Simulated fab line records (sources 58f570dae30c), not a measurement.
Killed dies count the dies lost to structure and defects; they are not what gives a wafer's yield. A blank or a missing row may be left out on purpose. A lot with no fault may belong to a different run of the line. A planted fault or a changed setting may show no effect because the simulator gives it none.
Commonality check across tools + flow berkeley_cmos170 + Sample size 14 lots and 48 wafers

THE REASON FOR OPENING IT
2 of 14 lots carry a flag on the reading PFIELD_TW at UCB170_PFIELD_TW_MEAS_09. Fault-free wafers read 599, with a standard deviation of 3.2.
Rule: flag the lot when none of its wafers has a number, or when each of its wafers that has one lies beyond 4 standard deviations from that mean. The other lots count as sound.

| lot  | measured     | on            | PFIELD_TW, wafer by wafer | flag    |
|------|--------------|---------------|---------------------------|---------|
| L368 | day 4 18:25  | film_metro-02 | 603 602 602               |         |
| L369 | day 5 04:02  | film_metro-02 | 598 601 600               |         |
| L367 | day 5 04:20  | film_metro-02 | 602 606 603               |         |
| L372 | day 6 05:07  | film_metro-01 | 598 598 596               |         |
| L374 | day 6 05:39  | film_metro-01 | 599 600 598               |         |
| L375 | day 6 13:56  | film_metro-01 | 551 550 550 549 550 552   | FLAGGED |
| L377 | day 6 20:07  | film_metro-01 | 548 548 547 550 546 548   | FLAGGED |
| L380 | day 7 07:05  | film_metro-04 | 597 595 598               |         |
| L378 | day 7 07:22  | film_metro-02 | 600 601 600               |         |
| L381 | day 7 23:10  | film_metro-02 | 604 603 604               |         |
| L382 | day 8 17:32  | film_metro-01 | 601 597 598               |         |
| L386 | day 9 06:20  | film_metro-01 | 602 598 599               |         |
| L388 | day 9 17:02  | film_metro-02 | 605 604 606               |         |
| L390 | day 10 09:59 | film_metro-01 | 597 596 598               |         |
The numbers of the flagged lots are 549 on average: -50 against the usual, or -16 standard deviations.

WHICH TOOL RAN EACH LOT
2 process steps preceding the reading are held in the record, out of 331 steps in the route. Each cell gives the tool, then ch followed by the chambers the sampled wafers passed through, then the start.
| lot  | flag    | UCB170_PWELL_ETCH_14              | UCB170_PFIELD_IMPLANT_07        |
|------|---------|-----------------------------------|---------------------------------|
| L368 |         | rie_diel-03 ch 0,2,3, day 3 08:15 | implanter-03 ch 0, day 4 18:12  |
| L369 |         | rie_diel-03 ch 1,2,3, day 3 15:31 | implanter-04 ch 0, day 5 03:47  |
| L367 |         | rie_diel-01 ch 1,2,3, day 3 08:22 | implanter-02 ch 0, day 5 04:07  |
| L372 |         | rie_diel-02 ch 0,1,3, day 4 12:19 | implanter-02 ch 0, day 6 04:51  |
| L374 |         | rie_diel-02 ch 0,1,3, day 4 12:41 | implanter-04 ch 0, day 6 05:24  |
| L375 | FLAGGED | rie_diel-02 ch 0,1,2, day 5 01:50 | implanter-04 ch 0, day 6 13:42  |
| L377 | FLAGGED | rie_diel-03 ch 1,2,3, day 5 08:23 | implanter-04 ch 0, day 6 19:54  |
| L380 |         | rie_diel-01 ch 0,2, day 5 15:04   | implanter-02 ch 0, day 7 06:50  |
| L378 |         | rie_diel-01 ch 0,1,2, day 5 15:20 | implanter-03 ch 0, day 7 07:07  |
| L381 |         | rie_diel-02 ch 0,1,3, day 6 04:07 | implanter-03 ch 0, day 7 22:55  |
| L382 |         | rie_diel-03 ch 0,2, day 6 18:33   | implanter-02 ch 0, day 8 17:19  |
| L386 |         | rie_diel-02 ch 2,3, day 7 08:20   | implanter-02 ch 0, day 9 06:05  |
| L388 |         | rie_diel-02 ch 0,2,3, day 7 22:54 | implanter-03 ch 0, day 9 16:47  |
| L390 |         | rie_diel-01 ch 0,2, day 8 20:27   | implanter-04 ch 0, day 10 09:43 |
What is done by these steps:
- UCB170_PWELL_ETCH_14: etches Si3N4 in CH3F/Ar/O2, stops on SiO2, target depth 242 nm, time 151 s.
- UCB170_PFIELD_IMPLANT_07
- UCB170_PFIELD_TW_MEAS_09

FLAGGED OVER TOTAL, TOOL BY TOOL (the gauges that took the reading come last)
| step                     | tool          | lots run | flagged | share of the flagged lots | sound lots run after its first flagged lot |
|--------------------------|---------------|----------|---------|---------------------------|--------------------------------------------|
| UCB170_PWELL_ETCH_14     | rie_diel-01   | 4        | 0       | none                      | -                                          |
| UCB170_PWELL_ETCH_14     | rie_diel-02   | 6        | 1       | some                      | 3 (L381,L386,L388)                         |
| UCB170_PWELL_ETCH_14     | rie_diel-03   | 4        | 1       | some                      | 1 (L382)                                   |
| UCB170_PFIELD_IMPLANT_07 | implanter-02  | 5        | 0       | none                      | -                                          |
| UCB170_PFIELD_IMPLANT_07 | implanter-03  | 4        | 0       | none                      | -                                          |
| UCB170_PFIELD_IMPLANT_07 | implanter-04  | 5        | 2       | all                       | 1 (L390)                                   |
| UCB170_PFIELD_TW_MEAS_09 | film_metro-01 | 7        | 2       | all                       | 3 (L382,L386,L390)                         |
| UCB170_PFIELD_TW_MEAS_09 | film_metro-02 | 6        | 0       | none                      | -                                          |
| UCB170_PFIELD_TW_MEAS_09 | film_metro-04 | 1        | 0       | none                      | -                                          |

THE TABLE: WHAT IT ALLOWS
2 rows of the table ran every flagged lot: implanter-04 at UCB170_PFIELD_IMPLANT_07, film_metro-01 at UCB170_PFIELD_TW_MEAS_09.
- implanter-04 at UCB170_PFIELD_IMPLANT_07: 2 of its 5 lots flagged. Sound lots ran on it after the first flagged one (L390), which a lasting fault on the whole tool wouldn't allow. Its own readings (dose_ions_cm2, faraday_current_uA) fall more than 4 standard deviations out on all wafers of the flagged lots.
- film_metro-01 at UCB170_PFIELD_TW_MEAS_09: 2 of its 7 lots flagged. Sound lots ran on it after the first flagged one (L382, L386, L390), which a lasting fault on the whole tool wouldn't allow.
There is no row in the table that ran each flagged lot and no sound lot after the first.

WHAT HAD BEEN PUT IN BY THE SIMULATOR
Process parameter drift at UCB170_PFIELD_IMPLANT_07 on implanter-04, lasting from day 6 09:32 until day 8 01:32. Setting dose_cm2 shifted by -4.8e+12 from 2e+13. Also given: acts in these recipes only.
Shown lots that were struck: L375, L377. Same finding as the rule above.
